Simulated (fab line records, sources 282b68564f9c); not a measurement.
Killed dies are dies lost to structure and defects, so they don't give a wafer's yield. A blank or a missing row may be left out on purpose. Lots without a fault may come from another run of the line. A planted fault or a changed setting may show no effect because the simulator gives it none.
fab line records | flow rit_cmos
record lots=14 wafers=42 last_day=8
route steps=202 shown GATE@95 M1@202
lots that met no fault: from a run of the same line without faults
start_h: hours from the record's first day to the start of the lot's first wafer shown | wait_h: hours since the lot's step before | " the same as in the row above | L1.1+2: a row that stands for several wafers | - no value, or no start given | * or withheld: withheld | < > ~ a bound
route shown NAME@n: a module of which the file shows steps, and the number in the route of the first | usual: mean/standard deviation of fault-free wafers | same: alike in all rows | chamber/n: place in a boat | sites: the reading at each site | _std_site: their standard deviation | _edge_site: outer sites' mean less inner sites' | radius_mm: how far each site lies from the wafer's centre | mask NAME#n: copy n | behind: the tool/chamber that last shaped the wafer | hold: why the lot was held/for how many hours/how that ended | device: the transistor (n, p or np) that didn't switch | end of line: the same wafers' tests at the end of the route | a step without rows: its recipe alone | killed: dies lost to structure and defects at the first sort, not the wafer's yield | map: a wafer's dies, x killed, . not, _ none there
set.NAME: the setting as run; set.NAME@STEP: as run at that earlier step | model.NAME: the simulator's own value behind a step, which no gauge read
steps of the route over a sample of lots; a table a step, a row a wafer
services: from which hour (start_h, from the record's first day; less than 0 if before it) a tool's chamber was out of use, for how many hours, and why
## steps
# step RIT_GATE_ETCH_19
# recipe chemistry=SF6/CHF3/O2 time_s=165 SF6_flow_sccm=30 CHF3_flow_sccm=30 O2_flow_sccm=5 target=poly-Si pressure_mtorr=40 rf_w=160 target_depth_a=3125 over_etch_frac=0.2744 stop_on=SiO2
# usual chamber_pressure_mTorr=40.00/0.039 drypump_motor_current_A=5.9/0.42 he_backside_leak_sccm=2.6/0.3 oes_product_au=0.840/0.011 rf_fwd_power_W=159.3/0.49 throttle_valve_pct=10.28/0.14
# columns lot.wafer tool chamber start_h wait_h chamber_pressure_mTorr drypump_motor_current_A he_backside_leak_sccm oes_product_au rf_fwd_power_W rf_hours_counter_h throttle_valve_pct
L762.2 rie_si-02 0 47.08 0.1 40.00 5.8 2.5 0.853 160.3 58 10.17
L762.4 " 3 " " 40.01 5.9 2.9 0.834 159.8 158 10.24
L762.6 " 0 " " 40.07 5.9 2.6 0.845 159.3 - 10.17
L764.3 rie_si-02 2 58.38 0.1 40.01 6.4 2.3 0.836 159.6 2 10.22
L764.4 " 0 " " 39.99 5.8 2.8 0.862 158.9 58 10.18
L764.6 " 0 " " 39.96 5.8 2.8 0.851 159.7 - 10.18
L765.1 rie_si-01 1 60.30 0.1 39.96 5.7 2.5 0.846 158.9 67 10.12
L765.2 " 0 " " 39.96 5.6 2.5 0.828 158.9 1 10.56
L765.3 " 3 " " 39.96 5.1 3.2 0.848 159.0 150 10.44
L768.2 rie_si-02 2 79.39 0.1 39.95 6.4 2.4 0.837 159.1 2 10.24
L768.3 " 0 " " 39.97 5.8 2.5 0.854 159.1 58 10.17
L768.6 " 0 " " 39.99 5.8 2.6 0.864 159.0 - 10.17
L769.1 rie_si-01 3 87.87 0.1 39.95 5.1 3.3 0.845 159.1 150 10.43
L769.4 " 3 " " 40.01 5.1 3.2 0.849 159.5 - 10.44
L769.5 " 2 " " 40.05 6.5 2.7 0.834 159.5 - 10.16
L770.3 rie_si-02 2 91.67 0.1 40.02 6.4 2.3 0.822 159.2 2 10.23
L770.5 " 1 " " 40.03 5.8 2.7 0.833 158.3 - 10.39
L770.6 " 2 " " 40.02 6.4 2.4 0.821 159.9 - 10.23
L771.1 rie_si-01 0 93.14 0.1 40.05 5.6 2.5 0.829 158.5 1 10.55
L771.4 " 1 " " 39.95 5.6 2.4 0.849 159.3 67 10.14
L771.6 " 2 " " 39.99 6.5 2.5 0.839 159.7 - 10.17
L772.3 rie_si-02 0 103.06 0.1 39.97 5.9 2.6 0.845 159.2 58 10.18
L772.5 " 2 " " 39.95 6.4 2.4 0.837 159.5 - 10.22
L772.6 " 0 " " 40.01 5.8 2.5 0.853 160.2 - 10.17
L775.1 rie_si-01 2 112.27 0.1 39.98 6.6 2.8 0.841 159.8 4 10.16
L775.5 " 1 " " 39.99 5.7 2.5 0.858 159.2 - 10.14
L775.6 " 0 " " 39.99 5.6 2.4 0.835 158.2 - 10.56
L776.2 rie_si-02 0 114.91 0.1 39.98 5.8 2.6 0.852 160.0 58 10.17
L776.3 " 1 " " 39.97 5.8 2.8 0.833 158.7 147 10.38
L776.5 " 1 " " 39.97 5.8 2.7 0.834 159.3 - 10.37
L778.3 rie_si-02 2 127.68 0.1 39.95 6.4 2.4 0.830 159.3 3 10.23
L778.5 " 3 " " 39.91 5.9 2.7 0.843 160.1 - 10.23
L778.6 " 0 " " 40.02 5.8 2.7 0.848 159.0 - 10.18
L782.1 rie_si-02 3 150.03 0.1 40.01 5.9 2.7 0.844 185.3 0 10.24
L782.2 " 0 " " 40.00 5.9 2.6 0.846 184.8 59 10.18
L782.3 " 2 " " 39.94 6.4 2.3 0.829 185.0 3 10.22
L783.1 rie_si-01 1 153.30 0.1 40.07 5.6 2.4 0.856 158.5 68 10.13
L783.5 " 3 " " 39.95 5.1 3.0 0.824 159.0 - 10.43
L783.6 " 0 " " 39.96 5.6 2.6 0.825 160.0 - 10.57
L784.1 rie_si-02 2 162.62 0.1 39.99 6.4 2.3 0.832 185.2 3 10.24
L784.2 " 0 " " 39.99 5.8 2.7 0.857 184.9 59 10.17
L784.6 " 1 " " 39.99 5.8 2.5 0.820 184.9 - 10.39
# step RIT_M1_PROBE_99
# usual killed_at_M0_to_M3=0.0/0.12 killed_at_contacts=0.1/0.23 killed_at_front_end=6/3.1 killed_dies=6/3.1 killed_open=3.2/1.9 killed_short=3.2/2.1
# same gross_dies=264 killed_at_M4_up=0 killed_at_back_side=0 killed_at_other=0
# columns lot.wafer tool chamber start_h wait_h killed_at_M0_to_M3 killed_at_contacts killed_at_front_end killed_dies killed_open killed_short
L784.1 prober-02 - 188.79 0.1 0 0 4 4 2 2
L784.2 prober-02 - 188.84 0.1 0 0 5 5 2 3
L784.6 prober-02 - 189.04 0.2 0 0 5 5 4 1
# killed by level:class
L784.1 FOX2:geometric_particle:open=1 GATE:geometric_particle:short=1 SPACER:geometric_particle:short=1 SPACER:geometric_particle:open=1
L784.2 GATE:geometric_particle:short=3 FOX2:geometric_particle:open=1 GATE:geometric_particle:open=1
L784.6 GATE:geometric_particle:open=3 GATE:geometric_particle:short=1 SPACER:geometric_particle:open=1
## services
# columns tool chamber start_h hours kind
rie_si-02 3 76.72 - clean
rie_si-02 3 76.72 33.0 scheduled_down
rie_si-02 3 76.72 33.0 vent_cycle
rie_si-02 - 80.75 0.7 repair
rie_si-01 0 80.95 7.0 repair
rie_si-01 3 110.41 - clean
rie_si-01 3 110.41 23.3 scheduled_down
rie_si-01 3 110.41 23.3 vent_cycle
rie_si-02 1 126.92 - clean
rie_si-02 1 126.92 25.0 scheduled_down
rie_si-02 1 126.92 25.0 vent_cycle
rie_si-02 3 137.40 1.8 repair
## key
first_sign step=RIT_GATE_ETCH_19 reading=rf_fwd_power_W direction=up sigmas=52 usual=159.3 struck=185.0
effect none on later readings
met_at RIT_GATE_ETCH_19
struck_lots L782,L784
tester_left_out L782,L784
onset_between 127.68 150.03
fault kind=process_parameter_drift tool=rie_si-02 chamber=- onset_h=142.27 steps=RIT_GATE_ETCH_19 channel=rf_w offset=25.6 shape=step end_h=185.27 stated=160
# tester_left_out: of these lots the tester's yield and bins aren't shown, on N5 and GAA mostly nor the transistor test; their killed dies are dies lost to structure and defects alone, not to doping, threshold or leakage, so they don't give the yield
